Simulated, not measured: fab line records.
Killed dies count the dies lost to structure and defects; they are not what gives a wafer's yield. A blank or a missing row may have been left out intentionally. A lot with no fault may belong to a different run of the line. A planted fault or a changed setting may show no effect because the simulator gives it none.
fab line records | flow rit-cmos
[record] lots = 13 | wafers = 39 | last-day = 7
route steps=202 shown ACTIVE@3 NWELL@38 NLDD@112 SILICIDE@163 M1@202
lots untouched by any fault: they come from a run of this same line in which no faults occurred
start-h: the number of hours between the record's first day and the start of the first shown wafer of the lot | wait-h: how many hours have passed since the lot's step before this one | " identical to the entry in the row above | L1.1+2: a row that stands for several wafers | - no value, or no start was given | * or withheld: withheld | < > ~ a bound
route shown NAME@n: names a module that has steps shown in the file, with the first one's number in the route | usual: the fault-free wafers' mean and standard deviation | same: alike in all rows | chamber/n: place in a boat | sites: per-site readings | _std_site: the standard deviation of these | _edge_site: outer sites' mean less inner sites' | radius-mm: how far each site lies from the wafer's centre | mask NAME#n: copy n | behind: tool/chamber where the wafer was last shaped | hold: reason for holding the lot/hours on hold/outcome of the hold | device: whichever transistor did not switch (one of n, p or np) | end of line: tests of these same wafers at the route's end | step lacking rows: just its recipe | killed: dies lost to structure and defects at the first sort, not the wafer's yield | map: a wafer's dies, x killed, . not, _ none there
set.NAME: the setting the step ran with; set.NAME@STEP: the setting that earlier step ran with | model.NAME: the simulator's own value behind a step, which no gauge read
one table for each step of the route and one row for each wafer, over a sample of lots
services: when a tool's chamber went out of use (start-h, in hours from the record's first day, below 0 if earlier), for how many hours, and the reason
[[steps]]
[step RIT_ACTIVE_THK_MEAS_02]
[recipe] reads = SiO2_of_ACTIVE_OXIDATION_01
[usual] ACTIVE_OXIDE_THK = 46.4/0.9
lot.wafer | tool          | chamber | start-h | wait-h | ACTIVE_OXIDE_THK[nm]
L296.1    | film-metro-03 | -       | 17.61   | 0.0    | 47.0
L296.3    | "             | -       | "       | "      | 46.4
L296.4    | "             | -       | "       | "      | 46.2
L297.2    | film-metro-04 | -       | 22.20   | 0.0    | 45.8
L297.4    | "             | -       | "       | "      | 46.1
L297.6    | "             | -       | "       | "      | 46.2
L299.1    | film-metro-04 | -       | 33.31   | 0.0    | 47.4
L299.2    | "             | -       | "       | "      | 46.8
L299.5    | "             | -       | "       | "      | 46.9
L300.1    | film-metro-04 | -       | 37.12   | 0.0    | 47.3
L300.4    | "             | -       | "       | "      | 46.8
L300.5    | "             | -       | "       | "      | 46.1
L301.1    | film-metro-03 | -       | 42.43   | 0.0    | 46.3
L301.2    | "             | -       | "       | "      | 46.9
L301.4    | "             | -       | "       | "      | 46.5
L302.2    | film-metro-04 | -       | 47.20   | 0.0    | 46.0
L302.5    | "             | -       | "       | "      | 46.2
L302.6    | "             | -       | "       | "      | 46.1
L305.3    | film-metro-01 | -       | 64.37   | 0.0    | 45.9
L305.4    | "             | -       | "       | "      | 45.4
L305.5    | "             | -       | "       | "      | 44.7
L306.3    | film-metro-04 | -       | 67.07   | 0.0    | 45.8
L306.4    | "             | -       | "       | "      | 45.5
L306.5    | "             | -       | "       | "      | 45.4
L307.1    | film-metro-04 | -       | 73.40   | 0.0    | 46.9
L307.2    | "             | -       | "       | "      | 46.9
L307.5    | "             | -       | "       | "      | 46.7
L308.1    | film-metro-04 | -       | 77.94   | 0.0    | 46.4
L308.4    | "             | -       | "       | "      | 45.4
L308.6    | "             | -       | "       | "      | 46.7
L309.2    | film-metro-01 | -       | 82.06   | 0.0    | 46.6
L309.4    | "             | -       | "       | "      | 46.0
L309.5    | "             | -       | "       | "      | 45.8
L315.4    | film-metro-04 | -       | 113.67  | 0.0    | 47.1
L315.5    | "             | -       | "       | "      | 46.8
L315.6    | "             | -       | "       | "      | 46.9
L318.2    | film-metro-04 | -       | 127.06  | 0.0    | 46.8
L318.5    | "             | -       | "       | "      | 45.9
L318.6    | "             | -       | "       | "      | 46.4
[step RIT_NWELL_TW_MEAS_10]
[usual] NWELL_TW = 2149/18
lot.wafer | tool          | chamber | start-h | wait-h | NWELL_TW
L296.1    | film-metro-04 | -       | 26.70   | 0.1    | 2132
L296.3    | "             | -       | "       | "      | 2136
L296.4    | "             | -       | "       | "      | 2133
L297.2    | film-metro-04 | -       | 33.69   | 0.1    | 2132
L297.4    | "             | -       | "       | "      | 2136
L297.6    | "             | -       | "       | "      | 2145
L299.1    | film-metro-04 | -       | 42.48   | 0.1    | 2127
L299.2    | "             | -       | "       | "      | 2121
L299.5    | "             | -       | "       | "      | 2135
L300.1    | film-metro-02 | -       | 47.03   | 0.1    | 2172
L300.4    | "             | -       | "       | "      | 2172
L300.5    | "             | -       | "       | "      | 2176
L301.1    | film-metro-01 | -       | 51.52   | 0.1    | 2140
L301.2    | "             | -       | "       | "      | 2135
L301.4    | "             | -       | "       | "      | 2130
L302.2    | film-metro-04 | -       | 62.34   | 0.1    | 2139
L302.5    | "             | -       | "       | "      | 2134
L302.6    | "             | -       | "       | "      | 2145
L305.3    | film-metro-04 | -       | 77.46   | 0.1    | 2150
L305.4    | "             | -       | "       | "      | 2146
L305.5    | "             | -       | "       | "      | 2138
L306.3    | film-metro-04 | -       | 79.73   | 0.1    | 2158
L306.4    | "             | -       | "       | "      | 2144
L306.5    | "             | -       | "       | "      | 2152
L307.1    | film-metro-01 | -       | 82.81   | 0.1    | 2135
L307.2    | "             | -       | "       | "      | 2135
L307.5    | "             | -       | "       | "      | 2157
L308.1    | film-metro-04 | -       | 91.72   | 0.1    | 2148
L308.4    | "             | -       | "       | "      | 2136
L308.6    | "             | -       | "       | "      | 2135
L309.2    | film-metro-02 | -       | 95.53   | 0.1    | 2182
L309.4    | "             | -       | "       | "      | 2180
L309.5    | "             | -       | "       | "      | 2180
L315.4    | film-metro-04 | -       | 123.69  | 0.1    | 2130
L315.5    | "             | -       | "       | "      | 2146
L315.6    | "             | -       | "       | "      | 2130
L318.2    | film-metro-01 | -       | 137.02  | 0.1    | 2142
L318.5    | "             | -       | "       | "      | 2144
L318.6    | "             | -       | "       | "      | 2142
[step RIT_NLDD_STRIP_09]
[recipe] chemistry = O2 | time-s = 180 | resist = NOVOLAK | platen-temp-c = withheld | power-w = 500 | pressure-mtorr = 4000 | o2-flow-sccm = 4000
[usual] drypump-motor-current-A = 6.1/0.41
lot.wafer | tool            | chamber | start-h | wait-h | drypump-motor-current-A | rf-hours-counter-h
L296.1    | plasma-asher-03 | 1       | 46.73   | 0.1    | 6.3                     | 42
L296.3    | "               | 1       | "       | "      | 6.3                     | -
L296.4    | "               | 0       | "       | "      | 6.8                     | -
L297.2    | plasma-asher-01 | 0       | 58.88   | 0.1    | 5.7                     | 44
L297.4    | "               | 0       | "       | "      | 5.6                     | -
L297.6    | "               | 1       | "       | "      | 6.4                     | -
L299.1    | plasma-asher-02 | 0       | 72.77   | 0.1    | 5.6                     | 38
L299.2    | "               | 1       | "       | "      | 5.9                     | 38
L299.5    | "               | 0       | "       | "      | 5.7                     | -
L300.1    | plasma-asher-01 | 0       | 74.67   | 0.1    | 5.6                     | 46
L300.4    | "               | 1       | "       | "      | 6.4                     | -
L300.5    | "               | 1       | "       | "      | 6.4                     | -
L301.1    | plasma-asher-01 | 1       | 77.38   | 0.1    | 6.4                     | 46
L301.2    | "               | 0       | "       | "      | 5.7                     | 46
L301.4    | "               | 0       | "       | "      | 5.6                     | -
L302.2    | plasma-asher-02 | 1       | 85.02   | 0.1    | 5.9                     | 39
L302.5    | "               | 0       | "       | "      | 5.7                     | -
L302.6    | "               | 1       | "       | "      | 5.9                     | -
L305.3    | plasma-asher-02 | 0       | 103.24  | 0.1    | 5.6                     | -
L305.4    | "               | 1       | "       | "      | 5.8                     | -
L305.5    | "               | 1       | "       | "      | 5.9                     | -
L306.3    | plasma-asher-01 | 1       | 103.46  | 0.1    | 6.4                     | -
L306.4    | "               | 0       | "       | "      | 5.6                     | -
L306.5    | "               | 1       | "       | "      | 6.4                     | -
L307.1    | plasma-asher-03 | 1       | 113.08  | 0.1    | 6.3                     | 48
L307.2    | "               | 0       | "       | "      | 6.8                     | 48
L307.5    | "               | 0       | "       | "      | 6.8                     | -
L308.1    | plasma-asher-02 | 1       | 117.66  | 0.1    | 5.9                     | 42
L308.4    | "               | 0       | "       | "      | 5.7                     | -
L308.6    | "               | 1       | "       | "      | 5.9                     | -
L309.2    | plasma-asher-03 | 0       | 121.46  | 0.1    | 6.8                     | 49
L309.4    | "               | 0       | "       | "      | 6.8                     | -
L309.5    | "               | 0       | "       | "      | 6.8                     | -
L315.4    | plasma-asher-02 | 1       | 147.57  | 0.1    | 5.8                     | -
L315.5    | "               | 1       | "       | "      | 5.9                     | -
L315.6    | "               | 0       | "       | "      | 5.7                     | -
L318.2    | plasma-asher-01 | 0       | 158.43  | 0.1    | 5.6                     | 4
L318.5    | "               | 0       | "       | "      | 5.6                     | -
L318.6    | "               | 1       | "       | "      | 6.4                     | -
[step RIT_SILICIDE_RS_MEAS_02]
[recipe] thk-meas-gauge = four-point-probe | reads = Ti_of_SILICIDE_SPUTTER_01
[usual] SILICIDE_TI_RS = 48.2/0.74
lot.wafer | tool          | chamber | start-h | wait-h | SILICIDE_TI_RS[ohm/sq]
L296.1    | film-metro-03 | -       | 55.13   | 0.1    | 48.3
L296.3    | "             | -       | "       | "      | 49.1
L296.4    | "             | -       | "       | "      | 48.0
L297.2    | film-metro-03 | -       | 68.17   | 0.1    | 48.0
L297.4    | "             | -       | "       | "      | 47.9
L297.6    | "             | -       | "       | "      | 47.9
L299.1    | film-metro-03 | -       | 81.30   | 0.1    | 47.5
L299.2    | "             | -       | "       | "      | 47.7
L299.5    | "             | -       | "       | "      | 48.4
L300.1    | film-metro-03 | -       | 82.86   | 0.1    | 48.3
L300.4    | "             | -       | "       | "      | 48.5
L300.5    | "             | -       | "       | "      | 48.1
L301.1    | film-metro-02 | -       | 86.47   | 0.1    | 49.2
L301.2    | "             | -       | "       | "      | 48.8
L301.4    | "             | -       | "       | "      | 49.2
L302.2    | film-metro-03 | -       | 93.35   | 0.1    | 48.6
L302.5    | "             | -       | "       | "      | 48.9
L302.6    | "             | -       | "       | "      | 48.1
L305.3    | film-metro-03 | -       | 111.78  | 0.1    | 48.7
L305.4    | "             | -       | "       | "      | 48.3
L305.5    | "             | -       | "       | "      | 47.8
L306.3    | film-metro-01 | -       | 113.11  | 0.1    | 48.0
L306.4    | "             | -       | "       | "      | 48.3
L306.5    | "             | -       | "       | "      | 48.0
L307.1    | film-metro-03 | -       | 121.39  | 0.1    | 47.6
L307.2    | "             | -       | "       | "      | 47.3
L307.5    | "             | -       | "       | "      | 48.8
L308.1    | film-metro-02 | -       | 126.98  | 0.1    | 48.0
L308.4    | "             | -       | "       | "      | 47.8
L308.6    | "             | -       | "       | "      | 48.0
L309.2    | film-metro-01 | -       | 130.78  | 0.1    | 48.1
L309.4    | "             | -       | "       | "      | 47.4
L309.5    | "             | -       | "       | "      | 48.1
L315.4    | film-metro-03 | -       | 156.37  | 0.1    | 50.1
L315.5    | "             | -       | "       | "      | 49.6
L315.6    | "             | -       | "       | "      | 49.8
L318.2    | film-metro-01 | -       | 166.71  | 0.1    | 46.6
L318.5    | "             | -       | "       | "      | 46.8
L318.6    | "             | -       | "       | "      | 47.5
[step RIT_M1_PROBE_99]
[usual] killed-at-contacts = 0.1/0.27 | killed-at-front-end = 6/3 | killed-dies = 7/3 | killed-open = 3.1/2 | killed-short = 3.4/2
[same] gross-dies = 264 | killed_at_M0_to_M3 = 0 | killed_at_M4_up = 0 | killed-at-back-side = 0 | killed-at-other = 0
lot.wafer | tool      | chamber | start-h | wait-h | killed-at-contacts | killed-at-front-end | killed-dies | killed-open | killed-short
L315.4    | prober-01 | -       | 163.41  | 0.2    | 0                  | 42                  | 42          | 4           | 1
L315.5    | prober-01 | -       | 163.46  | 0.2    | 0                  | 47                  | 47          | 6           | 4
L315.6    | prober-01 | -       | 163.51  | 0.2    | 0                  | 9                   | 9           | 5           | 4
// killed by level:class
L315.4 NLDD:unspecified=37 FOX1:geometric-particle:open=1 GATE:geometric-particle:open=1 GATE:geometric-particle:short=1 REOX:geometric-particle:open=1 SILICIDE:geometric-particle:open=1
L315.5 NLDD:unspecified=37 GATE:geometric-particle:short=2 GATE:geometric-particle:open=2 REOX:geometric-particle:open=2 SILICIDE:geometric-particle:open=2 REOX:geometric-particle:short=1 SILICIDE:geometric-particle:short=1
L315.6 FOX2:geometric-particle:open=2 GATE:geometric-particle:short=2 SILICIDE:geometric-particle:open=2 FOX1:geometric-particle:short=1 FOX2:geometric-particle:short=1 GATE:geometric-particle:open=1
[[services]]
tool            | chamber | start-h | hours | kind
plasma-asher-02 | -       | 26.21   | 1.6   | repair
plasma-asher-03 | -       | 56.59   | 2.4   | repair
plasma-asher-02 | -       | 105.02  | 4.3   | repair
plasma-asher-01 | -       | 108.75  | 9.0   | pm
plasma-asher-01 | 0       | 108.75  | 9.0   | vent-cycle
plasma-asher-01 | 1       | 108.75  | 9.0   | vent-cycle
plasma-asher-01 | 0       | 117.75  | -     | clean
plasma-asher-01 | 1       | 117.75  | -     | clean
plasma-asher-02 | -       | 135.24  | 0.7   | repair
[[key]]
[first-sign] step = RIT_M1_PROBE_99 | reading = killed-at-front-end | direction = up | sigmas = 13 | usual = 6 | struck = 44
[effect] step = RIT_M1_PROBE_99 | reading = killed-dies | direction = up | sigmas = 12 | usual = 7 | struck = 44
met-at RIT_NLDD_STRIP_09
struck-lots L315
struck-wafers L315.4,L315.5
tester-left-out L315
not-acting-at RIT_ACTIVE_THK_MEAS_02,RIT_NWELL_TW_MEAS_10,RIT_SILICIDE_RS_MEAS_02
onset-between 117.66 147.57
[fault] kind = chamber-particle-source | tool = plasma-asher-02 | chamber = 1 | onset-h = 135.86 | steps = RIT_NLDD_STRIP_09 | rate-per-visit-cm2 = 1.7039 | end-h = 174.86
// tester-left-out: of these lots the tester's yield and bins aren't shown, on N5 and GAA mostly nor the transistor test; their killed dies are dies lost to structure and defects alone, not to doping, threshold or leakage, so they don't give the yield
